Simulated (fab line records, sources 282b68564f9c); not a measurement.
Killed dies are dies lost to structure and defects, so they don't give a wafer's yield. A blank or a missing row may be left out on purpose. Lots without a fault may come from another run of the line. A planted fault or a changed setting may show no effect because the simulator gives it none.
A sampling plan put to the test | flow rit_cmos | one fab line, 15 faults that these records tell of, each judged on the records of the lots that it struck
The plan is the line's own looks: the steps of the route at which a gauge or an inspection reads the wafer and doesn't change it. A look can be judged if struck wafers have a number there and the file gives its usual mean and standard deviation on fault-free wafers. Caught: at a look after the fault's first step, the mean of the struck wafers lies 4 or more of those standard deviations (sigma) from the usual mean. On the tool: the same test on the tool's own readings at the fault's steps. Another recipe on the struck wafers, or a record that is blank for them alone, also counts as caught.

THE FAULTS, as the simulator had put them in
1. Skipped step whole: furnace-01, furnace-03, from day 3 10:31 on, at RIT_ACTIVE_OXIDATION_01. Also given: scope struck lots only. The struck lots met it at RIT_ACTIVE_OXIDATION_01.
2. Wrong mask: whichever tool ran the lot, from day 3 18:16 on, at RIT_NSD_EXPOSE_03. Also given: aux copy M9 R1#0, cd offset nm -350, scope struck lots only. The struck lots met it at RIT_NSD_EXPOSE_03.
3. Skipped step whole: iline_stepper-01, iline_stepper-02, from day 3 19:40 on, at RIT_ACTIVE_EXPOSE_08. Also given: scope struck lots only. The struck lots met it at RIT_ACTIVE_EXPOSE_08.
4. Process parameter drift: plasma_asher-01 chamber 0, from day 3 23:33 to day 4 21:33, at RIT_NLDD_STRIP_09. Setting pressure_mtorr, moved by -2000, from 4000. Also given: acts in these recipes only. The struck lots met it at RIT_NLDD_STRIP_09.
5. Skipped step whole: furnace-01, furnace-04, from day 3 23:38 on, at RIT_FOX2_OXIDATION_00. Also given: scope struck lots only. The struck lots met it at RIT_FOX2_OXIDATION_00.
6. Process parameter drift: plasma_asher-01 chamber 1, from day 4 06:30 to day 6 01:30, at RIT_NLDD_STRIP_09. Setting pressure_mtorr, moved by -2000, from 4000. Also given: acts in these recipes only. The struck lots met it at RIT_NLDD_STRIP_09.
7. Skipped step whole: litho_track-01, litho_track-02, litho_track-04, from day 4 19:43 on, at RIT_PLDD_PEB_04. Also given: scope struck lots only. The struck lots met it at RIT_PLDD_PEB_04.
8. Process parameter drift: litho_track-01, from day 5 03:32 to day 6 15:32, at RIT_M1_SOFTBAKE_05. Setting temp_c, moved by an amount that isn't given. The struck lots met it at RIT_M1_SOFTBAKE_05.
9. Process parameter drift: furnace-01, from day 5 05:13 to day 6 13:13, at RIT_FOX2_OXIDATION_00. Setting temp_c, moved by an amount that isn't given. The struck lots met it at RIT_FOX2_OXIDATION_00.
10. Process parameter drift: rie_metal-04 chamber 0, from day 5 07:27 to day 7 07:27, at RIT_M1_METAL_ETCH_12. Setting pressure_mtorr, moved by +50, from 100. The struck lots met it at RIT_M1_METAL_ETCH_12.
11. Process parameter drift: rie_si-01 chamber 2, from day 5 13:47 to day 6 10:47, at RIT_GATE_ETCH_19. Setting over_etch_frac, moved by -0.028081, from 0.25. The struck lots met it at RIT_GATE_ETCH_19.
12. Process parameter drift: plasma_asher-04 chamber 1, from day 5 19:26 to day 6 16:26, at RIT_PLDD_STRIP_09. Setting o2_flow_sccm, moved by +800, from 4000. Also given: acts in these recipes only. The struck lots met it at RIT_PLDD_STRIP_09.
13. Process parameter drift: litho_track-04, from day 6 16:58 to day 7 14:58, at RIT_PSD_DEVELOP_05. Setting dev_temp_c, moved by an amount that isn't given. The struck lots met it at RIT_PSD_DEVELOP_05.
14. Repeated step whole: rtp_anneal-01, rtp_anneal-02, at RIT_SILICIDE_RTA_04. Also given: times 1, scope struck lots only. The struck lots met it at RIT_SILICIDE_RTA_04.
15. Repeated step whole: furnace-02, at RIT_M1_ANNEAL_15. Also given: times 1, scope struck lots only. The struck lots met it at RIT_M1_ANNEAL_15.

WHAT THE PLAN SAW
fault | on the tool itself                               | first look that catches it                   | reading, sigma | median hours from its first step to that look | hours from the fault's start to the first struck lot there | judged looks passed uncaught
1     | the tool's record is blank for the struck wafers | no look after it can be judged               | -              | -                                             | -                                                          | 0
2     | under 2 sigma                                    | no look after it can be judged               | -              | -                                             | -                                                          | 0
3     | no reading that can be judged                    | no look after it can be judged               | -              | -                                             | -                                                          | 0
4     | chamber_pressure_mTorr -99 or beyond sigma       | no look after it can be judged               | -              | -                                             | -                                                          | 0
5     | the tool's record is blank for the struck wafers | no look after it can be judged               | -              | -                                             | -                                                          | 0
6     | chamber_pressure_mTorr -99 or beyond sigma       | no look after it can be judged               | -              | -                                             | -                                                          | 0
7     | no reading that can be judged                    | no look after it can be judged               | -              | -                                             | -                                                          | 0
8     | heater_power_total_W +16 sigma                   | no look after it can be judged               | -              | -                                             | -                                                          | 0
9     | tube_center_temp_C +68 sigma                     | no look after it can be judged               | -              | -                                             | -                                                          | 0
10    | chamber_pressure_mTorr +99 or beyond sigma       | no look after it can be judged               | -              | -                                             | -                                                          | 0
11    | only faintly: oes_product_au +2.5 sigma          | no look after it can be judged               | -              | -                                             | -                                                          | 0
12    | o2_flow_sccm +66 sigma                           | no look after it can be judged               | -              | -                                             | -                                                          | 0
13    | developer_temp_C -20 sigma                       | no look after it can be judged               | -              | -                                             | -                                                          | 0
14    | under 2 sigma                                    | no look after it can be judged               | -              | -                                             | -                                                          | 0
15    | no reading that can be judged                    | not the one look that can be judged after it | -              | -                                             | -                                                          | 1
A dash: the fault isn't caught, or these records don't give the number.

Caught at a look: 0 of 15. Caught on the tool: 9 of 15. By one or the other: 9 of 15.
Caught on the tool alone: faults 1, 4, 5, 6, 8, 9, 10, 12, 13.
Caught by neither: faults 2, 3, 7, 11, 14, 15.
